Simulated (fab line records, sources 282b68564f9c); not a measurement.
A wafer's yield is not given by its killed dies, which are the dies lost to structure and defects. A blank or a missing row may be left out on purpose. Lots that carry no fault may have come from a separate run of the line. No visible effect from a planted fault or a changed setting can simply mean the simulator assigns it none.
Chamber matching    flow rit-cmos    4 sister chambers for RIT_SPACER_ETCHBACK_05 on rie-diel-04
The step etches Si3N4 in SF6/CHF3, stops on SiO2, target depth 250 nm, time 240 s. 8 wafers are shown with their chamber, then 7 later ones without.

WAFERS, EACH WITH ITS CHAMBER
wafer   chamber  throttle-valve-pct (%)  oes-product-au (a.u.)
L454.3  1        10.29                   0.837
L457.1  1        10.28                   0.840
L459.6  0        10.20                   0.850
L461.1  3        10.34                   0.865
L461.3  2        10.56                   0.849
L461.6  0        10.21                   0.854
L472.1  2        10.53                   0.836
L472.2  3        10.36                   0.866

WAFERS MISSING THEIR CHAMBER
wafer   throttle-valve-pct (%)  oes-product-au (a.u.)
L472.6  10.28                   0.835
L474.2  10.29                   0.846
L474.4  10.27                   0.850
L474.5  10.54                   0.851
L477.3  10.33                   0.859
L477.5  10.29                   0.849
L477.6  10.21                   0.867

WHICH CHAMBER EACH WENT THROUGH
wafer   from the rows above  in truth
L472.6  1                    1
L474.2  1                    1
L474.4  1                    1
L474.5  2                    2
L477.3  3                    3
L477.5  1                    1
L477.6  0                    0
Correct placement for 7 of the 7. Left unplaced by these rows: 0. Placed wrongly: 0.
How it was worked out, from the rows above alone: a wafer's distance from a chamber is the root of the sum, over the readings, of the square of ((its reading less the chamber's mean) divided by the reading's scatter). The wafer belongs to the nearest chamber; if the next one is less than 2 further off, it can't be placed. For every chamber, the mean is computed from those of its wafers that are shown. The scatter: take each reading less its chamber's mean, square it, sum over the shown wafers, divide by the number of wafers less the number of chambers, and take the root.
